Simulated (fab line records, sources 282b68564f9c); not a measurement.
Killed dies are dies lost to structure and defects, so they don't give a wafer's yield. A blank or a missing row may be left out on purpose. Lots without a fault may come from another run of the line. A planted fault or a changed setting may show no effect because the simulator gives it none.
One fault seen from 2 desks | flow rit_cmos | each desk has only its own numbers; what lay behind them comes last

THE METROLOGY DESK
What the gauges read, lot by lot, whatever tool the lot ran on: means of the sampled wafers that have a number. A lot is out of limits, marked OUT, if its mean lies more than 4 standard deviations from the usual mean; the brackets give that distance.
Columns: A = NWELL_RS at RIT_WELLDRIVE_RS_MEAS_01, usual 275.5 ohm/sq
lot  | first seen here | A
L900 | day 2 05:05     | 275.8
L904 | day 3 01:04     | 277.1
L905 | day 3 07:35     | 275.8
L906 | day 3 14:05     | 276.6
L907 | day 3 20:28     | 275.5
L908 | day 4 01:35     | 276.3
L910 | day 4 09:29     | 274.1
L913 | day 5 00:23     | 275.4
L914 | day 5 05:28     | 269.4 (-6.6) OUT
L915 | day 5 11:42     | 270.8 (-5.1) OUT
L916 | day 5 15:59     | 274.5
L918 | day 6 00:11     | 275.8
L919 | day 6 04:49     | 274.1
L920 | day 6 09:38     | 274.9
This desk's finding: out of limits on L914, L915; first on L914, day 5 05:28 (NWELL_RS at RIT_WELLDRIVE_RS_MEAS_01). In limits: L900, L904, L905, L906, L907, L908, L910, L913, L916, L918, L919, L920.

THE TOOL OWNER'S DESK: implanter-01
The tool's own readings at RIT_NWELL_IMPLANT_08: means of the sampled wafers that have a number, for each lot that ran on this tool. A lot is out of limits, marked OUT, if its mean lies more than 4 standard deviations from the usual mean; the brackets give that distance.
Columns: A = dose_ions_cm2 at RIT_NWELL_IMPLANT_08, usual 5.001e+13; B = end_station_pressure_torr at RIT_NWELL_IMPLANT_08, usual 5.15e-06 Torr
lot  | first seen here | A                   | B
L907 | day 3 11:08     | 4.999e+13           | 5.20e-06
L908 | day 3 17:38     | 5.000e+13           | 5.14e-06
L914 | day 4 21:32     | 5.150e+13 (+28) OUT | 5.38e-06
L915 | day 5 03:42     | 5.157e+13 (+29) OUT | 5.05e-06
This desk's finding: out of limits on L914, L915; first on L914, day 4 21:32 (dose_ions_cm2 at RIT_NWELL_IMPLANT_08). In limits: L907, L908.

PUT TOGETHER
The tool owner's desk could have raised an alarm at day 4 21:32, on L914, L915.
The metrology desk could have raised an alarm at day 5 05:28, on L914, L915.
Of the lots named, all ran RIT_NWELL_IMPLANT_08 on implanter-01.

WHAT THE SIMULATOR HAD PUT IN
Process parameter drift: implanter-01, from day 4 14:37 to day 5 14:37, at RIT_NWELL_IMPLANT_08. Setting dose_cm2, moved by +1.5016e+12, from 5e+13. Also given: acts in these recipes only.
Lots struck among those shown: L914, L915.
Hours from the fault's start to each desk's first reading out of limits: the tool owner's desk, 7; the metrology desk, 15.
